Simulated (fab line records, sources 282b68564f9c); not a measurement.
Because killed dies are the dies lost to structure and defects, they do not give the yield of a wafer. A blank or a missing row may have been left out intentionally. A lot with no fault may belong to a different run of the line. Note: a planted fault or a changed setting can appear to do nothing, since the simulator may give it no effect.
Which tool was responsible? || flow rit_cmos || 14 lots with 42 wafers sampled at 3 steps, on a route of 202 steps

## WHAT THE GAUGES SHOWED, per wafer
RIT_SDANNEAL_RS_MEAS_04: the measuring method here is four-point-probe.
{"lot": "L935", "measured": "day 3 04:25", "on": "film_metro-01", "PSD_RS (ohm/sq)": "116.9 116.7 116.5"}
{"lot": "L936", "measured": "day 3 11:23", "on": "film_metro-02", "PSD_RS (ohm/sq)": "116.6 116.2 116.1"}
{"lot": "L937", "measured": "day 3 17:02", "on": "film_metro-01", "PSD_RS (ohm/sq)": "116.7 116.5 117.0"}
{"lot": "L938", "measured": "day 3 19:23", "on": "film_metro-04", "PSD_RS (ohm/sq)": "116.1 116.4 115.8"}
{"lot": "L939", "measured": "day 4 00:01", "on": "film_metro-04", "PSD_RS (ohm/sq)": "117.1 116.4 116.6"}
{"lot": "L940", "measured": "day 4 06:56", "on": "film_metro-04", "PSD_RS (ohm/sq)": "116.5 117.1 116.7"}
{"lot": "L942", "measured": "day 4 21:22", "on": "film_metro-01", "PSD_RS (ohm/sq)": "117.1 116.7 116.6"}
{"lot": "L945", "measured": "day 5 07:43", "on": "film_metro-02", "PSD_RS (ohm/sq)": "116.5 116.4 116.4"}
{"lot": "L949", "measured": "day 6 22:12", "on": "film_metro-02", "PSD_RS (ohm/sq)": "128.8 128.8 128.7"}
{"lot": "L951", "measured": "day 7 02:29", "on": "film_metro-02", "PSD_RS (ohm/sq)": "116.8 116.5 117.1"}
{"lot": "L952", "measured": "day 7 02:52", "on": "film_metro-01", "PSD_RS (ohm/sq)": "129.0 128.7 128.5"}
{"lot": "L953", "measured": "day 7 13:43", "on": "film_metro-01", "PSD_RS (ohm/sq)": "116.3 116.9 116.9"}
{"lot": "L955", "measured": "day 7 20:38", "on": "film_metro-04", "PSD_RS (ohm/sq)": "116.2 116.4 116.1"}
{"lot": "L958", "measured": "day 8 02:02", "on": "film_metro-02", "PSD_RS (ohm/sq)": "116.4 116.3 116.3"}

RIT_SDANNEAL_RS_MEAS_06: the measuring method here is four-point-probe.
{"lot": "L935", "measured": "day 3 04:40", "on": "film_metro-01", "PLDD_RS (ohm/sq)": "179.1 179.4 178.8"}
{"lot": "L936", "measured": "day 3 11:38", "on": "film_metro-02", "PLDD_RS (ohm/sq)": "179.0 178.8 178.6"}
{"lot": "L937", "measured": "day 3 17:16", "on": "film_metro-01", "PLDD_RS (ohm/sq)": "178.1 178.8 179.0"}
{"lot": "L938", "measured": "day 3 19:37", "on": "film_metro-04", "PLDD_RS (ohm/sq)": "178.5 178.4 178.4"}
{"lot": "L939", "measured": "day 4 00:16", "on": "film_metro-04", "PLDD_RS (ohm/sq)": "178.8 178.1 178.4"}
{"lot": "L940", "measured": "day 4 07:10", "on": "film_metro-04", "PLDD_RS (ohm/sq)": "180.1 178.8 179.0"}
{"lot": "L942", "measured": "day 4 21:37", "on": "film_metro-01", "PLDD_RS (ohm/sq)": "179.0 178.9 178.8"}
{"lot": "L945", "measured": "day 5 07:58", "on": "film_metro-02", "PLDD_RS (ohm/sq)": "178.8 178.9 178.5"}
{"lot": "L949", "measured": "day 6 22:26", "on": "film_metro-02", "PLDD_RS (ohm/sq)": "190.0 190.9 191.0"}
{"lot": "L951", "measured": "day 7 02:44", "on": "film_metro-02", "PLDD_RS (ohm/sq)": "178.7 178.5 179.4"}
{"lot": "L952", "measured": "day 7 03:06", "on": "film_metro-01", "PLDD_RS (ohm/sq)": "191.8 191.1 191.2"}
{"lot": "L953", "measured": "day 7 13:58", "on": "film_metro-01", "PLDD_RS (ohm/sq)": "178.7 179.3 179.3"}
{"lot": "L955", "measured": "day 7 20:52", "on": "film_metro-04", "PLDD_RS (ohm/sq)": "177.8 178.0 177.5"}
{"lot": "L958", "measured": "day 8 02:16", "on": "film_metro-02", "PLDD_RS (ohm/sq)": "178.5 177.8 178.5"}

## WHICH TOOL RAN EACH LOT (tool, then ch and the chambers of the sampled wafers, then the start)
{"lot": "L935", "RIT_SDANNEAL_RTA_03": "rtp_anneal-01 ch 0, day 3 04:22"}
{"lot": "L936", "RIT_SDANNEAL_RTA_03": "rtp_anneal-02 ch 0, day 3 11:20"}
{"lot": "L937", "RIT_SDANNEAL_RTA_03": "rtp_anneal-01 ch 0, day 3 16:58"}
{"lot": "L938", "RIT_SDANNEAL_RTA_03": "rtp_anneal-02 ch 0, day 3 19:17"}
{"lot": "L939", "RIT_SDANNEAL_RTA_03": "rtp_anneal-01 ch 0, day 3 23:58"}
{"lot": "L940", "RIT_SDANNEAL_RTA_03": "rtp_anneal-02 ch 0, day 4 06:51"}
{"lot": "L942", "RIT_SDANNEAL_RTA_03": "rtp_anneal-02 ch 0, day 4 21:19"}
{"lot": "L945", "RIT_SDANNEAL_RTA_03": "rtp_anneal-02 ch 0, day 5 07:40"}
{"lot": "L949", "RIT_SDANNEAL_RTA_03": "rtp_anneal-01 ch 0, day 6 22:08"}
{"lot": "L951", "RIT_SDANNEAL_RTA_03": "rtp_anneal-02 ch 0, day 7 02:26"}
{"lot": "L952", "RIT_SDANNEAL_RTA_03": "rtp_anneal-01 ch 0, day 7 02:48"}
{"lot": "L953", "RIT_SDANNEAL_RTA_03": "rtp_anneal-02 ch 0, day 7 13:39"}
{"lot": "L955", "RIT_SDANNEAL_RTA_03": "rtp_anneal-02 ch 0, day 7 20:34"}
{"lot": "L958", "RIT_SDANNEAL_RTA_03": "rtp_anneal-02 ch 0, day 8 01:57"}
- RIT_SDANNEAL_RTA_03: time 5 s.

## WHAT THE TOOLS THEMSELVES READ (means of the sampled wafers that have a number; where no wafer has one, the mark that the record gives instead)
RIT_SDANNEAL_RTA_03.
{"lot": "L935", "tool": "rtp_anneal-01", "chamber_o2_ppm": 1.978, "wafer_temp_C_max": 1053.7}
{"lot": "L936", "tool": "rtp_anneal-02", "chamber_o2_ppm": 1.989, "wafer_temp_C_max": 1052.9}
{"lot": "L937", "tool": "rtp_anneal-01", "chamber_o2_ppm": 1.974, "wafer_temp_C_max": 1053.1}
{"lot": "L938", "tool": "rtp_anneal-02", "chamber_o2_ppm": 1.977, "wafer_temp_C_max": 1054.1}
{"lot": "L939", "tool": "rtp_anneal-01", "chamber_o2_ppm": 2.031, "wafer_temp_C_max": 1052.7}
{"lot": "L940", "tool": "rtp_anneal-02", "chamber_o2_ppm": 1.999, "wafer_temp_C_max": 1052.3}
{"lot": "L942", "tool": "rtp_anneal-02", "chamber_o2_ppm": 1.975, "wafer_temp_C_max": 1053.8}
{"lot": "L945", "tool": "rtp_anneal-02", "chamber_o2_ppm": 2.014, "wafer_temp_C_max": 1053.1}
{"lot": "L949", "tool": "rtp_anneal-01", "chamber_o2_ppm": 1.985, "wafer_temp_C_max": 1053.5}
{"lot": "L951", "tool": "rtp_anneal-02", "chamber_o2_ppm": 1.997, "wafer_temp_C_max": 1053.7}
{"lot": "L952", "tool": "rtp_anneal-01", "chamber_o2_ppm": 1.985, "wafer_temp_C_max": 1052.8}
{"lot": "L953", "tool": "rtp_anneal-02", "chamber_o2_ppm": 1.990, "wafer_temp_C_max": 1053.4}
{"lot": "L955", "tool": "rtp_anneal-02", "chamber_o2_ppm": 1.974, "wafer_temp_C_max": 1053.8}
{"lot": "L958", "tool": "rtp_anneal-02", "chamber_o2_ppm": 1.990, "wafer_temp_C_max": 1053.1}

## THE ANSWER, worked out from the rows above alone
Rule: the lots themselves supply what counts as usual. Put in order of their means at a reading, lots are off if they are a third of the lots or fewer, leave a main group of 4 or more, and stand apart from it by a gap of 3 or more times the standard deviation of the main group's means; of several such gaps the widest counts. A main group whose means are all the same, to the digits that the tables above print for the reading, isn't used. Also off: a lot with no number at a reading for which 4 or more lots have one. All remaining lots with rows at the step are treated as sound. First the gauges in route order, then the tools' own readings, where a lot's mean is used as printed above. At the first step where some lot is off, the reading lying furthest off is the one used; lots without a number count as furthest.
Off: L949, L952, at RIT_SDANNEAL_RS_MEAS_04 (PSD_RS). Mean 116.5 ohm/sq and standard deviation 0.24 in the main group.
If a tool, at a process step before that reading, ran all the lots that are off and no sound lot after the first of them, it fits. The gauges at RIT_SDANNEAL_RS_MEAS_04 are tried like those tools. One fits: rtp_anneal-01 at RIT_SDANNEAL_RTA_03. A fault onset in the window from L939 (day 3 23:58, its last sound lot) to L949 (day 6 22:08, its first lot off) fits.

## WHAT THE SIMULATOR HAD PUT IN
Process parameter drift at RIT_SDANNEAL_RTA_03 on rtp_anneal-01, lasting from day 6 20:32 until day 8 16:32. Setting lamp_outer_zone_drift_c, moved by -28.
Struck lots among those shown: L949, L952. The rule above reached the same finding.
